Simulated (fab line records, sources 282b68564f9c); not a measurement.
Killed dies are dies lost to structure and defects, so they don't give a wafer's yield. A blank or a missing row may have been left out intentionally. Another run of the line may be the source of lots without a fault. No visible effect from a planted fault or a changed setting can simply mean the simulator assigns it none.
What tool caused it?    flow rit-cmos    42 wafers from 14 lots sampled at 3 of the route's 202 steps

## WHAT EACH GAUGE READ, for each wafer
RIT_NWELL_TW_MEAS_10. Usual: NWELL_TW 2164, standard deviation 18.
lot   measured     on             NWELL_TW        flag
L372  day 1 23:18  film-metro-04  2193 2185 2186  
L373  day 2 07:06  film-metro-03  2155 2161 2154  
L374  day 2 09:03  film-metro-01  2149 2131 2136  
L375  day 2 12:34  film-metro-04  2184 2190 2172  
L376  day 2 21:06  film-metro-04  2186 2168 2175  
L379  day 3 14:29  film-metro-01  2142 2133 2145  
L381  day 3 19:52  film-metro-04  2155 2157 2154  
L382  day 4 03:49  film-metro-04  2184 2188 2178  
L386  day 4 20:50  film-metro-04  2174 2173 2178  
L388  day 5 06:23  film-metro-04  2179 2162 2168  
L389  day 5 14:04  film-metro-04  2166 2185 2169  
L391  day 5 23:25  film-metro-03  2169 2170 2173  
L392  day 6 05:34  film-metro-01  2121 2131 2132  
L395  day 6 16:44  film-metro-03  2170 2179 2178  

RIT_NRETRO_OVL_MEAS_06. Usual: NRETRO_OVL 0.4 nm, standard deviation 1.2.
lot   measured     on          NRETRO_OVL (nm)  flag
L372  day 2 07:25  overlay-01  2.5 2.4 0.6      
L373  day 2 15:02  overlay-01  1.4 0.4 1.2      
L374  day 2 17:38  overlay-02  1.2 0.9 -0.1     
L375  day 2 22:26  overlay-02  -1.1 -0.1 -0.6   
L376  day 3 07:06  overlay-01  -1.0 -1.6 -1.7   
L379  day 3 23:01  overlay-02  2.2 2.1 1.5      
L381  day 4 04:05  overlay-02  -1.0 -0.9 0.4    
L382  day 4 11:51  overlay-01  -0.5 -1.3 -2.0   
L386  day 5 05:40  overlay-01  -0.1 2.3 0.6     
L388  day 5 14:23  overlay-01  1.0 -1.1 -0.2    
L389  day 5 22:13  overlay-01  -1.8 0.0 -0.1    
L391  day 6 09:20  overlay-01  -0.3 1.1 1.3     
L392  day 6 13:47  overlay-01  0.8 2.4 1.9      
L395  day 7 00:56  overlay-01  0.4 -0.3 -0.1    

## WHAT TOOL EACH LOT RAN ON (gives the tool, then ch and the chambers of the sampled wafers, and finally the start)
lot   RIT_ACTIVE_COAT_06
L372  litho-track-02 ch 0, day 1 14:15
L373  litho-track-02 ch 0, day 1 20:41
L374  litho-track-04 ch 0, day 1 23:58
L375  litho-track-04 ch 0, day 2 05:24
L376  litho-track-04 ch 0, day 2 10:37
L379  litho-track-02 ch 0, day 3 02:38
L381  litho-track-04 ch 0, day 3 11:42
L382  litho-track-02 ch 0, day 3 17:49
L386  litho-track-04 ch 0, day 4 12:45
L388  litho-track-04 ch 0, day 4 22:24
L389  litho-track-03 ch 0, day 5 05:01
L391  litho-track-04 ch 0, day 5 15:06
L392  litho-track-04 ch 0, day 5 18:29
L395  litho-track-03 ch 0, day 6 08:44
- RIT_ACTIVE_COAT_06: resist thk 1000 nm.

## WHAT THE TOOLS THEMSELVES READ (means of the sampled wafers that have a number; where no wafer has one, the mark that the record gives instead)
RIT_ACTIVE_COAT_06. Usual: resist-line-temp-C 23.01 C, standard deviation 0.1; spin-speed-rpm 3250.3 rpm, standard deviation 1.9.
lot   tool            resist-line-temp-C (C)  spin-speed-rpm (rpm)  flag
L372  litho-track-02  22.92                   3252.0                
L373  litho-track-02  22.97                   3253.1                
L374  litho-track-04  22.90                   3250.8                
L375  litho-track-04  23.10                   3248.7                
L376  litho-track-04  23.02                   3250.0                
L379  litho-track-02  23.11                   2866.9                OFF
L381  litho-track-04  22.90                   3249.9                
L382  litho-track-02  23.06                   2867.4                OFF
L386  litho-track-04  23.11                   3249.2                
L388  litho-track-04  22.99                   3251.8                
L389  litho-track-03  22.97                   3249.6                
L391  litho-track-04  22.97                   3251.0                
L392  litho-track-04  22.96                   3251.6                
L395  litho-track-03  23.02                   3250.5                

## THE ANSWER, worked out from the rows above alone
Rule: a lot counts as off when the mean over its wafers that have a number is more than 3 standard deviations away from the usual mean. A lot without any number at a reading at which 4 lots or more have one is off too. The other lots that the step has rows for count as sound. The gauges are gone through in route order, then the tools' own readings, and for those a lot's mean is taken as printed above. At the first step where some lot is off, the reading lying furthest off is the one used; lots without a number count as furthest.
Off at RIT_ACTIVE_COAT_06 (spin-speed-rpm): L379, L382.
If a tool, at that step or one of the process steps before it, ran each lot that is off and ran no sound lot following the first of them, it fits. One fits: litho-track-02 at RIT_ACTIVE_COAT_06. A fault onset in the window from L373 (day 1 20:41, its last sound lot) to L379 (day 3 02:38, its first lot off) fits.
On the lots that are off, the tool's own readings at RIT_ACTIVE_COAT_06 differ by more than 5 times the standard deviation of the sound lots' means, which bears it out; spin-speed-rpm reads 2867.2 rpm there versus 3250.7 rpm on the sound lots.

## WHAT THE SIMULATOR PUT IN
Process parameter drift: litho-track-02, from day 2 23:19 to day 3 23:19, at RIT_ACTIVE_COAT_06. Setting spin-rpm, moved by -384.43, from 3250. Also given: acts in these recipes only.
Lots struck among those shown: L379, L382. The rule above reached the same finding.
